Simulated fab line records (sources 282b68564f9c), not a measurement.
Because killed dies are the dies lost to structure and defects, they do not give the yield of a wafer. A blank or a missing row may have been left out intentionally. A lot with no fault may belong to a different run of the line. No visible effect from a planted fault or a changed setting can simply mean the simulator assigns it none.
The tool behind it: which one? :: flow ritCmos :: 13 lots, 39 wafers sampled, at 2 steps of a route of 202

== WHAT EACH GAUGE READ, for each wafer ==
The record holds no reading of a measuring or inspecting step that can be judged against a usual standard deviation.

== TOOL THAT RAN EACH LOT (tool first, then ch and the chambers of the sampled wafers, then the start) ==
lot: L236
RIT_NSD_EXPOSE_03: ilineStepper-02 ch 0, day 3 08:59
RIT_M1_PROBE_99: -

lot: L237
RIT_NSD_EXPOSE_03: ilineStepper-02 ch 0, day 3 13:56
RIT_M1_PROBE_99: -

lot: L238
RIT_NSD_EXPOSE_03: ilineStepper-01 ch 0, day 3 14:14
RIT_M1_PROBE_99: -

lot: L239
RIT_NSD_EXPOSE_03: ilineStepper-01 ch 0, day 3 22:11
RIT_M1_PROBE_99: -

lot: L241
RIT_NSD_EXPOSE_03: ilineStepper-01 ch 0, day 4 05:32
RIT_M1_PROBE_99: -

lot: L242
RIT_NSD_EXPOSE_03: ilineStepper-02 ch 0, day 4 08:16
RIT_M1_PROBE_99: -

lot: L245
RIT_NSD_EXPOSE_03: ilineStepper-02 ch 0, day 5 08:20
RIT_M1_PROBE_99: -

lot: L249
RIT_NSD_EXPOSE_03: ilineStepper-02 ch 0, day 6 09:34
RIT_M1_PROBE_99: prober-01, day 6 20:16

lot: L251
RIT_NSD_EXPOSE_03: ilineStepper-01 ch 0, day 6 12:47
RIT_M1_PROBE_99: -

lot: L252
RIT_NSD_EXPOSE_03: ilineStepper-02 ch 0, day 6 20:08
RIT_M1_PROBE_99: -

lot: L253
RIT_NSD_EXPOSE_03: ilineStepper-01 ch 0, day 7 03:37
RIT_M1_PROBE_99: -

lot: L254
RIT_NSD_EXPOSE_03: ilineStepper-01 ch 0, day 7 03:44
RIT_M1_PROBE_99: -

lot: L255
RIT_NSD_EXPOSE_03: ilineStepper-02 ch 0, day 7 08:36
RIT_M1_PROBE_99: -
- RIT_NSD_EXPOSE_03: exposes mask M9, target cd 40700 nm.
- RIT_M1_PROBE_99

== WHAT THE TOOLS THEMSELVES READ (means of the sampled wafers that have a number; where no wafer has one, the mark that the record gives instead) ==
RIT_NSD_EXPOSE_03.
lot: L236
tool: ilineStepper-02
reticleTempC (C): 23.08

lot: L237
tool: ilineStepper-02
reticleTempC (C): 23.07

lot: L238
tool: ilineStepper-01
reticleTempC (C): 23.17

lot: L239
tool: ilineStepper-01
reticleTempC (C): 23.01

lot: L241
tool: ilineStepper-01
reticleTempC (C): 23.12

lot: L242
tool: ilineStepper-02
reticleTempC (C): 23.12

lot: L245
tool: ilineStepper-02
reticleTempC (C): 23.08

lot: L249
tool: ilineStepper-02
reticleTempC (C): 22.96

lot: L251
tool: ilineStepper-01
reticleTempC (C): 23.01

lot: L252
tool: ilineStepper-02
reticleTempC (C): 23.04

lot: L253
tool: ilineStepper-01
reticleTempC (C): 22.99

lot: L254
tool: ilineStepper-01
reticleTempC (C): 23.03

lot: L255
tool: ilineStepper-02
reticleTempC (C): 22.92

RIT_M1_PROBE_99.
lot: L249
tool: prober-01
killedAtContacts: 0.0
killedAtFrontEnd: 4
killedDies: 4
killedOpen: 3.0
killedShort: 1.0

== THE ANSWER, worked out from the rows above alone ==
Rule: the usual values come from the lots themselves. The widest of any qualifying gaps counts: lots, ordered by their means at a reading, are off when they make up no more than a third of the lots, leave a main group of 4 or more, and stand apart from it by 3 or more times the standard deviation of that group's means. A main group whose means are all the same, to the digits that the tables above print for the reading, isn't used. Also off: a lot with no number at a reading for which 4 or more lots have one. The other lots that the step has rows for count as sound. First the gauges in route order, then the tools' own readings, where a lot's mean is used as printed above. The first step at which some lot is off is used, and at that step the reading that is off furthest; a lot without a number counts as furthest.
None of the lots is off at any reading shown; this tells nothing.

== WHAT WAS PUT IN BY THE SIMULATOR ==
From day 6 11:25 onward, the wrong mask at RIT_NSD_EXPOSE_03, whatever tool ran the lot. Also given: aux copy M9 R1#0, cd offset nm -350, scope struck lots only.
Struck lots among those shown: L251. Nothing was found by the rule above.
